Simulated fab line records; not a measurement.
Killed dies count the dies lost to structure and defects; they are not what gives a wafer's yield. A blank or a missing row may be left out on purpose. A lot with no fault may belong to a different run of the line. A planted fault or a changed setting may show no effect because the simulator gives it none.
Which tool is to blame? | flow berkeley_cmos170 | 11 lots with 33 wafers sampled at 5 steps, on a route of 331 steps

== WHAT THE GAUGES SHOWED, per wafer ==
UCB170_START_BOW_MEAS_00.
lot  | measured    | on            | INCOMING_BOW (um)
L657 | day 1 10:02 | film_metro-03 | 3 -5 2
L658 | day 1 15:01 | film_metro-03 | -1 -2 -13
L659 | day 1 20:02 | film_metro-02 | 11 15 2
L662 | day 2 11:00 | film_metro-02 | -9 -11 5
L663 | day 2 16:01 | film_metro-01 | 10 7 2
L664 | day 2 21:00 | film_metro-01 | -1 -1 -7
L665 | day 3 02:00 | film_metro-01 | -8 6 2
L666 | day 3 07:00 | film_metro-02 | -9 -9 4
L669 | day 3 22:01 | film_metro-02 | 3 5 15
L670 | day 4 03:01 | film_metro-03 | -3 0 1
L680 | day 6 05:00 | film_metro-01 | -1 8 10

UCB170_NWELL_THK_MEAS_05.
lot  | measured    | on            | NWELL_NITRIDE_THK (nm)
L657 | day 2 04:37 | film_metro-02 | 222.3 223.4 222.9
L658 | day 2 10:40 | film_metro-04 | 223.4 225.1 222.8
L659 | day 2 17:28 | film_metro-03 | 226.8 226.3 226.8
L662 | day 3 00:20 | film_metro-03 | 223.1 225.1 221.6
L663 | day 3 06:27 | film_metro-02 | 224.1 222.6 223.0
L664 | day 3 21:43 | film_metro-02 | 239.1 238.5 237.2 239.4 238.6 236.8
L665 | day 4 01:59 | film_metro-04 | 223.6 223.5 224.5
L666 | day 4 07:27 | film_metro-04 | 236.9 236.8 237.2 236.6 237.2 237.2
L669 | day 4 18:33 | film_metro-02 | 225.5 222.0 223.4
L670 | day 5 03:52 | film_metro-04 | 223.9 223.5 222.4
L680 | day 7 05:53 | film_metro-02 | 219.9 221.8 220.1

UCB170_NWELL_OVL_MEAS_12.
lot  | measured    | on         | NWELL_OVL (nm)
L657 | day 2 05:50 | overlay-02 | 3 6 0
L658 | day 2 11:43 | overlay-01 | 0 10 0
L659 | day 2 18:46 | overlay-02 | -12 1 -1
L662 | day 3 01:53 | overlay-02 | 0 8 0
L663 | day 3 07:21 | overlay-01 | 3 2 -4
L664 | day 4 01:01 | overlay-02 | 4 3 4
L665 | day 4 02:53 | overlay-01 | 5 5 9
L666 | day 4 10:27 | overlay-01 | -5 -1 5
L669 | day 4 19:26 | overlay-02 | -13 8 -7
L670 | day 5 05:14 | overlay-01 | 6 11 1
L680 | day 7 07:16 | overlay-02 | -3 2 -2

UCB170_ACTIVE_CD_MEAS_90: target cd 1200 nm.
lot  | measured    | on        | cd_nm (nm)
L657 | day 4 07:41 | cd_sem-01 | 1201.7 1202.4 1202.9
L658 | day 4 07:26 | cd_sem-01 | 1198.3 1197.4 1198.4
L659 | day 4 17:14 | cd_sem-02 | 1201.4 1199.2 1201.2
L662 | day 5 07:38 | cd_sem-02 | 1199.4 1199.5 1199.3
L663 | day 5 14:27 | cd_sem-02 | 1199.2 1199.1 1198.1
L664 | day 6 01:36 | cd_sem-02 | 1199.6 1199.3 1199.1
L665 | day 6 01:29 | cd_sem-01 | 1200.0 1198.9 1199.1
L666 | day 6 09:03 | cd_sem-02 | 1200.5 1199.3 1200.5
L669 | day 6 17:20 | cd_sem-01 | 1200.4 1201.5 1201.6
L670 | day 7 05:26 | cd_sem-02 | 1201.9 1201.6 1201.0
L680 | day 9 14:19 | cd_sem-02 | 1199.0 1198.8 1198.9

== WHAT TOOL EACH LOT RAN ON (gives the tool, then ch and the chambers of the sampled wafers, and finally the start) ==
lot  | UCB170_NWELL_CVD_04
L657 | lpcvd-01 ch 1, day 2 02:40
L658 | lpcvd-02 ch 0, day 2 08:43
L659 | lpcvd-02 ch 0, day 2 15:31
L662 | lpcvd-01 ch 1, day 2 22:25
L663 | lpcvd-01 ch 0, day 3 04:31
L664 | lpcvd-01 ch 1, day 3 19:47
L665 | lpcvd-02 ch 1, day 4 00:04
L666 | lpcvd-01 ch 1, day 4 05:31
L669 | lpcvd-02 ch 0, day 4 16:34
L670 | lpcvd-01 ch 0, day 5 01:55
L680 | lpcvd-01 ch 0, day 7 03:56
- UCB170_NWELL_CVD_04: deposits Si3N4 from SiH2Cl2/NH3, target thk 224 nm, time 3360 s.

== WHAT THE TOOLS THEMSELVES READ (means of the sampled wafers that have a number; where no wafer has one, the mark that the record gives instead) ==
UCB170_NWELL_CVD_04.
lot  | tool     | sih2cl2_flow_sccm (sccm)
L657 | lpcvd-01 | 25.01
L658 | lpcvd-02 | 24.93
L659 | lpcvd-02 | 24.97
L662 | lpcvd-01 | 24.97
L663 | lpcvd-01 | 25.16
L664 | lpcvd-01 | 30.03
L665 | lpcvd-02 | 25.17
L666 | lpcvd-01 | 30.03
L669 | lpcvd-02 | 25.07
L670 | lpcvd-01 | 24.96
L680 | lpcvd-01 | 25.07

== THE ANSWER, worked out from the rows above alone ==
Rule: what is usual is taken from the lots themselves. The widest of any qualifying gaps counts: lots, ordered by their means at a reading, are off when they make up no more than a third of the lots, leave a main group of 4 or more, and stand apart from it by 3 or more times the standard deviation of that group's means. If all means in a main group match to the digits the tables above print for the reading, that group is not used. A lot without any number at a reading at which 4 lots or more have one is off too. Where the step has rows for the other lots, those lots are counted as sound. The gauges are gone through in route order, then the tools' own readings, and for those a lot's mean is taken as printed above. The first step at which some lot is off is used, and at that step the reading that is off furthest; a lot without a number counts as furthest.
Off: L664, L666, seen at UCB170_NWELL_THK_MEAS_05 (NWELL_NITRIDE_THK). Main group: mean 223.5 nm, sd 1.5.
If a tool, at a process step before that reading, ran all the lots that are off and no sound lot after the first of them, it fits. The gauges at UCB170_NWELL_THK_MEAS_05 aren't tried: what is off there is off at UCB170_NWELL_CVD_04 too, on other tools, and a gauge's error can't cause that. No candidate that was tried fits.

== WHAT THE SIMULATOR PUT IN ==
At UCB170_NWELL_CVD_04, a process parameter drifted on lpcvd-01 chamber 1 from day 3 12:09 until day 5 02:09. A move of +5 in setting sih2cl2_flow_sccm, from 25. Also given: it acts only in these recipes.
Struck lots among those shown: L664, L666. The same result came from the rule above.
